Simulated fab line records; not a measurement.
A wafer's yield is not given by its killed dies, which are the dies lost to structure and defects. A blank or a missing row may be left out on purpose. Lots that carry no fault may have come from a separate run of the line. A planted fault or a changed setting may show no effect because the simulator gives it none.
The tool behind it: which one? || flow ritCmos || 14 lots with 42 wafers sampled at 6 steps, on a route of 202 steps

WHAT EACH GAUGE READ, for each wafer
RIT_NWELL_TW_MEAS_10. Usual: NWELL_TW gives 2163 (standard deviation 10).
{"lot": "L828", "measured": "day 1 21:22", "on": "filmMetro-04", "NWELL_TW": "2148 2151 2155", "flag": ""}
{"lot": "L829", "measured": "day 2 04:01", "on": "filmMetro-02", "NWELL_TW": "2166 2161 2168", "flag": ""}
{"lot": "L830", "measured": "day 2 07:46", "on": "filmMetro-03", "NWELL_TW": "2170 2159 2159", "flag": ""}
{"lot": "L831", "measured": "day 2 14:28", "on": "filmMetro-02", "NWELL_TW": "2181 2168 2174", "flag": ""}
{"lot": "L832", "measured": "day 2 17:06", "on": "filmMetro-02", "NWELL_TW": "2157 2155 2162", "flag": ""}
{"lot": "L833", "measured": "day 2 22:50", "on": "filmMetro-04", "NWELL_TW": "2161 2148 2152", "flag": ""}
{"lot": "L834", "measured": "day 3 04:11", "on": "filmMetro-02", "NWELL_TW": "2159 2166 2155", "flag": ""}
{"lot": "L835", "measured": "day 3 08:32", "on": "filmMetro-03", "NWELL_TW": "2697 2700 2694", "flag": "OFF"}
{"lot": "L836", "measured": "day 3 12:59", "on": "filmMetro-03", "NWELL_TW": "2185 2177 2173", "flag": ""}
{"lot": "L838", "measured": "day 3 22:58", "on": "filmMetro-03", "NWELL_TW": "2161 2182 2178", "flag": ""}
{"lot": "L846", "measured": "day 5 15:31", "on": "filmMetro-02", "NWELL_TW": "2691 2687 2680", "flag": "OFF"}
{"lot": "L848", "measured": "day 6 01:56", "on": "filmMetro-03", "NWELL_TW": "2170 2171 2178", "flag": ""}
{"lot": "L850", "measured": "day 6 10:59", "on": "filmMetro-04", "NWELL_TW": "2156 2161 2169", "flag": ""}
{"lot": "L851", "measured": "day 6 17:26", "on": "filmMetro-02", "NWELL_TW": "2161 2152 2162", "flag": ""}

RIT_WELLDRIVE_RS_MEAS_01: a four-point-probe measurement. Usual: NWELL_RS gives 275.5 ohm/sq (standard deviation 0.85).
{"lot": "L828", "measured": "day 2 04:49", "on": "filmMetro-02", "NWELL_RS (ohm/sq)": "275.2 276.0 275.0", "flag": ""}
{"lot": "L829", "measured": "day 2 10:44", "on": "filmMetro-03", "NWELL_RS (ohm/sq)": "275.3 275.7 276.3", "flag": ""}
{"lot": "L830", "measured": "day 2 14:52", "on": "filmMetro-02", "NWELL_RS (ohm/sq)": "274.5 273.4 274.6", "flag": ""}
{"lot": "L831", "measured": "day 2 22:52", "on": "filmMetro-03", "NWELL_RS (ohm/sq)": "275.5 275.2 274.3", "flag": ""}
{"lot": "L832", "measured": "day 2 23:47", "on": "filmMetro-04", "NWELL_RS (ohm/sq)": "276.7 276.2 276.7", "flag": ""}
{"lot": "L833", "measured": "day 3 05:45", "on": "filmMetro-02", "NWELL_RS (ohm/sq)": "275.4 275.4 274.7", "flag": ""}
{"lot": "L834", "measured": "day 3 10:54", "on": "filmMetro-03", "NWELL_RS (ohm/sq)": "275.7 276.4 275.6", "flag": ""}
{"lot": "L835", "measured": "day 3 15:29", "on": "filmMetro-03", "NWELL_RS (ohm/sq)": "183.2 183.7 183.5", "flag": "OFF"}
{"lot": "L836", "measured": "day 3 19:50", "on": "filmMetro-03", "NWELL_RS (ohm/sq)": "274.7 275.4 275.8", "flag": ""}
{"lot": "L838", "measured": "day 4 05:41", "on": "filmMetro-02", "NWELL_RS (ohm/sq)": "276.6 276.1 276.0", "flag": ""}
{"lot": "L846", "measured": "day 5 22:13", "on": "filmMetro-03", "NWELL_RS (ohm/sq)": "182.2 182.2 182.6", "flag": "OFF"}
{"lot": "L848", "measured": "day 6 08:46", "on": "filmMetro-03", "NWELL_RS (ohm/sq)": "275.4 275.2 274.8", "flag": ""}
{"lot": "L850", "measured": "day 6 17:50", "on": "filmMetro-03", "NWELL_RS (ohm/sq)": "275.1 274.0 274.1", "flag": ""}
{"lot": "L851", "measured": "day 7 00:09", "on": "filmMetro-02", "NWELL_RS (ohm/sq)": "275.8 275.4 274.8", "flag": ""}

RIT_REOX_THK_MEAS_04. Usual: REOX_OXIDE_THK gives 25.2 nm (standard deviation 0.41).
{"lot": "L828", "measured": "day 2 17:47", "on": "filmMetro-04", "REOX_OXIDE_THK (nm)": "25.3 24.9 25.4", "flag": ""}
{"lot": "L829", "measured": "day 2 22:50", "on": "filmMetro-02", "REOX_OXIDE_THK (nm)": "25.2 25.1 25.1", "flag": ""}
{"lot": "L830", "measured": "day 3 03:20", "on": "filmMetro-04", "REOX_OXIDE_THK (nm)": "25.2 24.7 25.3", "flag": ""}
{"lot": "L831", "measured": "day 3 11:50", "on": "filmMetro-03", "REOX_OXIDE_THK (nm)": "24.9 25.1 24.8", "flag": ""}
{"lot": "L832", "measured": "day 3 13:26", "on": "filmMetro-02", "REOX_OXIDE_THK (nm)": "25.3 25.2 25.3", "flag": ""}
{"lot": "L833", "measured": "day 3 18:48", "on": "filmMetro-02", "REOX_OXIDE_THK (nm)": "25.7 26.0 25.3", "flag": ""}
{"lot": "L834", "measured": "day 3 23:09", "on": "filmMetro-02", "REOX_OXIDE_THK (nm)": "25.9 25.5 25.4", "flag": ""}
{"lot": "L835", "measured": "day 4 02:50", "on": "filmMetro-04", "REOX_OXIDE_THK (nm)": "24.8 25.7 24.9", "flag": ""}
{"lot": "L836", "measured": "day 4 08:40", "on": "filmMetro-04", "REOX_OXIDE_THK (nm)": "25.4 25.5 25.4", "flag": ""}
{"lot": "L838", "measured": "day 4 18:28", "on": "filmMetro-02", "REOX_OXIDE_THK (nm)": "24.4 24.0 24.2", "flag": ""}
{"lot": "L846", "measured": "day 6 11:17", "on": "filmMetro-03", "REOX_OXIDE_THK (nm)": "25.4 25.5 25.5", "flag": ""}
{"lot": "L848", "measured": "day 6 20:40", "on": "filmMetro-04", "REOX_OXIDE_THK (nm)": "25.2 24.9 25.2", "flag": ""}
{"lot": "L850", "measured": "day 7 05:31", "on": "filmMetro-02", "REOX_OXIDE_THK (nm)": "25.2 25.2 25.1", "flag": ""}
{"lot": "L851", "measured": "day 7 12:59", "on": "filmMetro-02", "REOX_OXIDE_THK (nm)": "25.3 25.7 25.9", "flag": ""}

RIT_NLDD_OVL_MEAS_06. Usual: NLDD_OVL gives -0.2 nm (standard deviation 1.4).
{"lot": "L828", "measured": "day 2 18:43", "on": "overlay-01", "NLDD_OVL (nm)": "2.4 0.0 1.3", "flag": ""}
{"lot": "L829", "measured": "day 2 23:52", "on": "overlay-02", "NLDD_OVL (nm)": "-0.5 -0.4 -1.1", "flag": ""}
{"lot": "L830", "measured": "day 3 04:15", "on": "overlay-01", "NLDD_OVL (nm)": "-2.2 0.4 -1.1", "flag": ""}
{"lot": "L831", "measured": "day 3 12:45", "on": "overlay-02", "NLDD_OVL (nm)": "-3.1 -3.0 -3.8", "flag": ""}
{"lot": "L832", "measured": "day 3 14:31", "on": "overlay-01", "NLDD_OVL (nm)": "-0.9 -0.1 0.5", "flag": ""}
{"lot": "L833", "measured": "day 3 19:47", "on": "overlay-02", "NLDD_OVL (nm)": "1.0 0.7 -0.4", "flag": ""}
{"lot": "L834", "measured": "day 4 00:03", "on": "overlay-01", "NLDD_OVL (nm)": "2.0 3.3 2.7", "flag": ""}
{"lot": "L835", "measured": "day 4 03:52", "on": "overlay-01", "NLDD_OVL (nm)": "-2.1 -1.3 -2.9", "flag": ""}
{"lot": "L836", "measured": "day 4 09:42", "on": "overlay-01", "NLDD_OVL (nm)": "-1.3 -0.7 -0.9", "flag": ""}
{"lot": "L838", "measured": "day 4 19:22", "on": "overlay-02", "NLDD_OVL (nm)": "-1.2 -1.7 -0.2", "flag": ""}
{"lot": "L846", "measured": "day 6 12:20", "on": "overlay-02", "NLDD_OVL (nm)": "-0.9 0.7 -0.4", "flag": ""}
{"lot": "L848", "measured": "day 6 21:35", "on": "overlay-01", "NLDD_OVL (nm)": "0.1 0.2 0.4", "flag": ""}
{"lot": "L850", "measured": "day 7 06:33", "on": "overlay-01", "NLDD_OVL (nm)": "0.0 -0.7 0.5", "flag": ""}
{"lot": "L851", "measured": "day 7 14:04", "on": "overlay-02", "NLDD_OVL (nm)": "-1.2 -0.2 -0.4", "flag": ""}

TOOL THAT RAN EACH LOT (tool first, then ch and the chambers of the sampled wafers, then the start)
{"lot": "L828", "RIT_ACTIVE_STRIP_14": "plasmaAsher-03 ch 0,1, day 1 15:01", "RIT_NWELL_IMPLANT_08": "implanter-02 ch 0, day 1 21:02"}
{"lot": "L829", "RIT_ACTIVE_STRIP_14": "plasmaAsher-04 ch 0,1, day 1 20:29", "RIT_NWELL_IMPLANT_08": "implanter-01 ch 0, day 2 03:41"}
{"lot": "L830", "RIT_ACTIVE_STRIP_14": "plasmaAsher-01 ch 0,1, day 2 00:58", "RIT_NWELL_IMPLANT_08": "implanter-01 ch 0, day 2 07:28"}
{"lot": "L831", "RIT_ACTIVE_STRIP_14": "plasmaAsher-03 ch 0,1, day 2 06:02", "RIT_NWELL_IMPLANT_08": "implanter-01 ch 0, day 2 14:08"}
{"lot": "L832", "RIT_ACTIVE_STRIP_14": "plasmaAsher-01 ch 0,1, day 2 10:58", "RIT_NWELL_IMPLANT_08": "implanter-02 ch 0, day 2 16:46"}
{"lot": "L833", "RIT_ACTIVE_STRIP_14": "plasmaAsher-04 ch 0,1, day 2 16:17", "RIT_NWELL_IMPLANT_08": "implanter-02 ch 0, day 2 22:32"}
{"lot": "L834", "RIT_ACTIVE_STRIP_14": "plasmaAsher-04 ch 0,1, day 2 20:50", "RIT_NWELL_IMPLANT_08": "implanter-01 ch 0, day 3 03:53"}
{"lot": "L835", "RIT_ACTIVE_STRIP_14": "plasmaAsher-04 ch 0,1, day 3 02:02", "RIT_NWELL_IMPLANT_08": "implanter-02 ch 0, day 3 07:56"}
{"lot": "L836", "RIT_ACTIVE_STRIP_14": "plasmaAsher-01 ch 1, day 3 06:50", "RIT_NWELL_IMPLANT_08": "implanter-03 ch 0, day 3 12:40"}
{"lot": "L838", "RIT_ACTIVE_STRIP_14": "plasmaAsher-01 ch 0,1, day 3 16:58", "RIT_NWELL_IMPLANT_08": "implanter-01 ch 0, day 3 22:40"}
{"lot": "L846", "RIT_ACTIVE_STRIP_14": "plasmaAsher-03 ch 0,1, day 5 08:50", "RIT_NWELL_IMPLANT_08": "implanter-01 ch 0, day 5 14:52"}
{"lot": "L848", "RIT_ACTIVE_STRIP_14": "plasmaAsher-01 ch 0,1, day 5 18:50", "RIT_NWELL_IMPLANT_08": "implanter-02 ch 0, day 6 01:37"}
{"lot": "L850", "RIT_ACTIVE_STRIP_14": "plasmaAsher-03 ch 0,1, day 6 04:50", "RIT_NWELL_IMPLANT_08": "implanter-03 ch 0, day 6 10:39"}
{"lot": "L851", "RIT_ACTIVE_STRIP_14": "plasmaAsher-01 ch 0, day 6 09:50", "RIT_NWELL_IMPLANT_08": "implanter-01 ch 0, day 6 17:08"}
- RIT_ACTIVE_STRIP_14: strips in O2, time 180 s.
- RIT_NWELL_IMPLANT_08

AS READ BY THE TOOLS THEMSELVES (means over the sampled wafers that have a number; for cases with no such wafer, the mark the record gives instead)
RIT_ACTIVE_STRIP_14. Usual: chamberPressureMTorr 4000 mTorr, standard deviation 3.3; drypumpMotorCurrentA 5.6 A, standard deviation 0.43; rfReflPowerW 6.5 W, standard deviation 1.3.
{"lot": "L828", "tool": "plasmaAsher-03", "chamberPressureMTorr (mTorr)": 4000, "drypumpMotorCurrentA (A)": 5.1, "rfReflPowerW (W)": 7.2, "flag": ""}
{"lot": "L829", "tool": "plasmaAsher-04", "chamberPressureMTorr (mTorr)": 4001, "drypumpMotorCurrentA (A)": 5.8, "rfReflPowerW (W)": 7.8, "flag": ""}
{"lot": "L830", "tool": "plasmaAsher-01", "chamberPressureMTorr (mTorr)": 3997, "drypumpMotorCurrentA (A)": 5.7, "rfReflPowerW (W)": 5.9, "flag": ""}
{"lot": "L831", "tool": "plasmaAsher-03", "chamberPressureMTorr (mTorr)": 3999, "drypumpMotorCurrentA (A)": 5.5, "rfReflPowerW (W)": 5.9, "flag": ""}
{"lot": "L832", "tool": "plasmaAsher-01", "chamberPressureMTorr (mTorr)": 3999, "drypumpMotorCurrentA (A)": 5.9, "rfReflPowerW (W)": 5.7, "flag": ""}
{"lot": "L833", "tool": "plasmaAsher-04", "chamberPressureMTorr (mTorr)": 4001, "drypumpMotorCurrentA (A)": 5.8, "rfReflPowerW (W)": 7.9, "flag": ""}
{"lot": "L834", "tool": "plasmaAsher-04", "chamberPressureMTorr (mTorr)": 3998, "drypumpMotorCurrentA (A)": 5.8, "rfReflPowerW (W)": 7.8, "flag": ""}
{"lot": "L835", "tool": "plasmaAsher-04", "chamberPressureMTorr (mTorr)": 3997, "drypumpMotorCurrentA (A)": 5.8, "rfReflPowerW (W)": 7.4, "flag": ""}
{"lot": "L836", "tool": "plasmaAsher-01", "chamberPressureMTorr (mTorr)": 4003, "drypumpMotorCurrentA (A)": 6.1, "rfReflPowerW (W)": 5.6, "flag": ""}
{"lot": "L838", "tool": "plasmaAsher-01", "chamberPressureMTorr (mTorr)": 3997, "drypumpMotorCurrentA (A)": 5.7, "rfReflPowerW (W)": 6.0, "flag": ""}
{"lot": "L846", "tool": "plasmaAsher-03", "chamberPressureMTorr (mTorr)": 4001, "drypumpMotorCurrentA (A)": 5.1, "rfReflPowerW (W)": 7.4, "flag": ""}
{"lot": "L848", "tool": "plasmaAsher-01", "chamberPressureMTorr (mTorr)": 3999, "drypumpMotorCurrentA (A)": 5.6, "rfReflPowerW (W)": 5.9, "flag": ""}
{"lot": "L850", "tool": "plasmaAsher-03", "chamberPressureMTorr (mTorr)": 4002, "drypumpMotorCurrentA (A)": 5.5, "rfReflPowerW (W)": 6.3, "flag": ""}
{"lot": "L851", "tool": "plasmaAsher-01", "chamberPressureMTorr (mTorr)": 3999, "drypumpMotorCurrentA (A)": 5.4, "rfReflPowerW (W)": 6.1, "flag": ""}

RIT_NWELL_IMPLANT_08. Usual: faradayCurrentUA 159, standard deviation 3.4.
{"lot": "L828", "tool": "implanter-02", "faradayCurrentUA": 156, "flag": ""}
{"lot": "L829", "tool": "implanter-01", "faradayCurrentUA": 157, "flag": ""}
{"lot": "L830", "tool": "implanter-01", "faradayCurrentUA": 161, "flag": ""}
{"lot": "L831", "tool": "implanter-01", "faradayCurrentUA": 159, "flag": ""}
{"lot": "L832", "tool": "implanter-02", "faradayCurrentUA": 161, "flag": ""}
{"lot": "L833", "tool": "implanter-02", "faradayCurrentUA": 160, "flag": ""}
{"lot": "L834", "tool": "implanter-01", "faradayCurrentUA": 157, "flag": ""}
{"lot": "L835", "tool": "implanter-02", "faradayCurrentUA": 158, "flag": ""}
{"lot": "L836", "tool": "implanter-03", "faradayCurrentUA": 157, "flag": ""}
{"lot": "L838", "tool": "implanter-01", "faradayCurrentUA": 163, "flag": ""}
{"lot": "L846", "tool": "implanter-01", "faradayCurrentUA": 158, "flag": ""}
{"lot": "L848", "tool": "implanter-02", "faradayCurrentUA": 159, "flag": ""}
{"lot": "L850", "tool": "implanter-03", "faradayCurrentUA": 159, "flag": ""}
{"lot": "L851", "tool": "implanter-01", "faradayCurrentUA": 157, "flag": ""}

THE ANSWER, worked out from the rows above alone
Rule: a lot is off if the mean of its wafers that have a number lies more than 3 standard deviations from the usual mean. Also off: a lot with no number at a reading for which 4 or more lots have one. Where the step has rows for the other lots, those lots are counted as sound. Order of review: gauges by route order, followed by the tools' own readings, for which a lot's mean as printed above is used. The first step at which some lot is off is used, and at that step the reading that is off furthest; a lot without a number counts as furthest.
Off: at RIT_NWELL_TW_MEAS_10 (NWELL_TW), L835, L846.
If a tool, at a process step before that reading, ran all the lots that are off and no sound lot after the first of them, it fits. Those tools and the gauges at RIT_NWELL_TW_MEAS_10 are tried in the same way. None of those tried fits.

WHAT THE SIMULATOR PUT IN
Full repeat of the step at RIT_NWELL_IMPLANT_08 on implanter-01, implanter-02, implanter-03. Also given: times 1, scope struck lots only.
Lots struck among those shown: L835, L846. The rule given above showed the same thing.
